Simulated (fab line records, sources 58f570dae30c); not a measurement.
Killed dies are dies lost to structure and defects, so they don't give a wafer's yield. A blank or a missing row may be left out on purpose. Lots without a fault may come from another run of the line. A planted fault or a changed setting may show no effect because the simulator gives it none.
Which tool did it? | flow berkeley_cmos170 | 15 lots, 45 wafers sampled, at 4 steps of a route of 331

WHAT THE GAUGES READ, wafer by wafer
UCB170_PVT_OVL_MEAS_06.
lot  | measured     | on         | PVT_OVL (nm)
L197 | day 7 00:31  | overlay-02 | -6 -8 -8
L198 | day 7 11:02  | overlay-02 | -4 2 5
L201 | day 7 15:18  | overlay-02 | -3 -8 -9
L199 | day 7 16:34  | overlay-02 | 6 5 6
L200 | day 7 16:50  | overlay-02 | -12 -2 -10
L202 | day 7 17:13  | overlay-02 | 3 1 4
L204 | day 8 06:34  | overlay-02 | -5 0 -12
L203 | day 8 06:51  | overlay-01 | 5 13 6
L205 | day 8 07:01  | overlay-02 | 4 6 9
L206 | day 8 18:57  | overlay-02 | -3 7 3
L208 | day 9 04:13  | overlay-01 | 2 -11 2
L209 | day 9 04:37  | overlay-02 | -16 -10 -7
L211 | day 9 13:53  | overlay-02 | 6 -2 1
L210 | day 9 14:27  | overlay-01 | 10 11 4
L219 | day 11 16:43 | overlay-02 | -6 -15 -5

UCB170_PVT_TW_MEAS_09.
lot  | measured     | on            | PVT_TW
L197 | day 7 00:49  | film_metro-04 | 511 509 512
L198 | day 7 11:19  | film_metro-03 | 503 505 504
L201 | day 7 15:35  | film_metro-03 | 507 507 507
L199 | day 7 16:52  | film_metro-02 | 499 499 499
L200 | day 7 17:07  | film_metro-03 | 507 508 507
L202 | day 7 17:30  | film_metro-03 | 503 504 505
L204 | day 8 06:52  | film_metro-02 | 497 498 498
L203 | day 8 07:08  | film_metro-03 | 503 505 504
L205 | day 8 07:18  | film_metro-03 | 505 504 505
L206 | day 8 19:14  | film_metro-02 | 499 500 500
L208 | day 9 04:30  | film_metro-04 | 513 515 511
L209 | day 9 04:55  | film_metro-02 | 500 501 501
L211 | day 9 14:10  | film_metro-02 | 500 500 498
L210 | day 9 14:44  | film_metro-02 | 503 500 501
L219 | day 11 17:00 | film_metro-03 | 506 502 505

UCB170_PLDD_OVL_MEAS_07.
lot  | measured     | on         | PLDD_OVL (nm)
L197 | day 7 16:35  | overlay-02 | 2 -3 0
L198 | day 8 01:07  | overlay-02 | 1 2 0
L201 | day 8 10:09  | overlay-02 | -3 -4 -1
L199 | day 8 10:25  | overlay-01 | 6 -7 6
L200 | day 8 10:40  | overlay-01 | -1 2 -7
L202 | day 8 10:29  | overlay-02 | -3 -4 0
L204 | day 8 22:23  | overlay-02 | -1 9 -3
L203 | day 8 22:52  | overlay-01 | 4 10 0
L205 | day 8 22:37  | overlay-02 | -1 -2 -2
L206 | day 9 11:48  | overlay-01 | -4 5 3
L208 | day 9 22:38  | overlay-02 | -8 0 5
L219 | day 12 11:46 | overlay-02 | -2 3 4

WHICH TOOL RAN EACH LOT (tool, then ch and the chambers of the sampled wafers, then the start)
lot  | UCB170_GATE_EXPOSE_09
L197 | krf_scanner-01 ch 0, day 7 13:31
L198 | krf_scanner-02 ch 0, day 7 22:53
L201 | krf_scanner-02 ch 0, day 8 06:17
L199 | krf_scanner-01 ch 0, day 8 06:35
L200 | krf_scanner-01 ch 0, day 8 07:01
L202 | krf_scanner-02 ch 0, day 8 06:47
L204 | krf_scanner-02 ch 0, day 8 18:44
L203 | krf_scanner-02 ch 0, day 8 19:05
L205 | krf_scanner-02 ch 0, day 8 18:50
L206 | krf_scanner-02 ch 0, day 9 08:52
L208 | krf_scanner-01 ch 0, day 9 19:50
L209 | krf_scanner-01, day 9 19:59
L211 | krf_scanner-02, day 10 03:44
L210 | krf_scanner-01, day 10 03:59
L219 | krf_scanner-01 ch 0, day 12 07:31
- UCB170_GATE_EXPOSE_09: exposes mask POLY, target cd 350 nm.

WHAT THE TOOLS THEMSELVES READ (means of the sampled wafers that have a number; where no wafer has one, the mark that the record gives instead)
UCB170_GATE_EXPOSE_09.
lot  | tool           | exposure_dose_mJ_cm2 | focus_offset_nm (nm)
L197 | krf_scanner-01 | 20.995               | -0.1
L198 | krf_scanner-02 | 21.002               | 0.1
L201 | krf_scanner-02 | 20.985               | 0.1
L199 | krf_scanner-01 | 20.998               | -0.0
L200 | krf_scanner-01 | 20.989               | -0.3
L202 | krf_scanner-02 | 20.983               | 0.2
L204 | krf_scanner-02 | 20.971               | 0.0
L203 | krf_scanner-02 | 20.967               | 0.3
L205 | krf_scanner-02 | 20.966               | -0.1
L206 | krf_scanner-02 | 20.951               | 0.1
L208 | krf_scanner-01 | 20.987               | -0.5
L209 | krf_scanner-01 | -                    | -
L211 | krf_scanner-02 | -                    | -
L210 | krf_scanner-01 | -                    | -
L219 | krf_scanner-01 | 20.995               | 0.7

THE ANSWER, worked out from the rows above alone
Rule: what is usual is taken from the lots themselves. Put in order of their means at a reading, lots are off if they are a third of the lots or fewer, leave a main group of 4 or more, and stand apart from it by a gap of 3 or more times the standard deviation of the main group's means; of several such gaps the widest counts. A main group whose means are all the same, to the digits that the tables above print for the reading, isn't used. A lot without any number at a reading at which 4 lots or more have one is off too. The other lots that the step has rows for count as sound. The gauges are gone through in route order, then the tools' own readings, and for those a lot's mean is taken as printed above. The first step at which some lot is off is used, and at that step the reading that is off furthest; a lot without a number counts as furthest.
Off: L209, L211, L210, at UCB170_GATE_EXPOSE_09 (exposure_dose_mJ_cm2). Without a number there: L209, L211, L210. The main group: mean 20.982, standard deviation 0.015.
A tool fits if, at that step or a process step before it, it ran every lot that is off, and no sound lot after the first of them. None of those tried fits.

WHAT THE SIMULATOR HAD PUT IN
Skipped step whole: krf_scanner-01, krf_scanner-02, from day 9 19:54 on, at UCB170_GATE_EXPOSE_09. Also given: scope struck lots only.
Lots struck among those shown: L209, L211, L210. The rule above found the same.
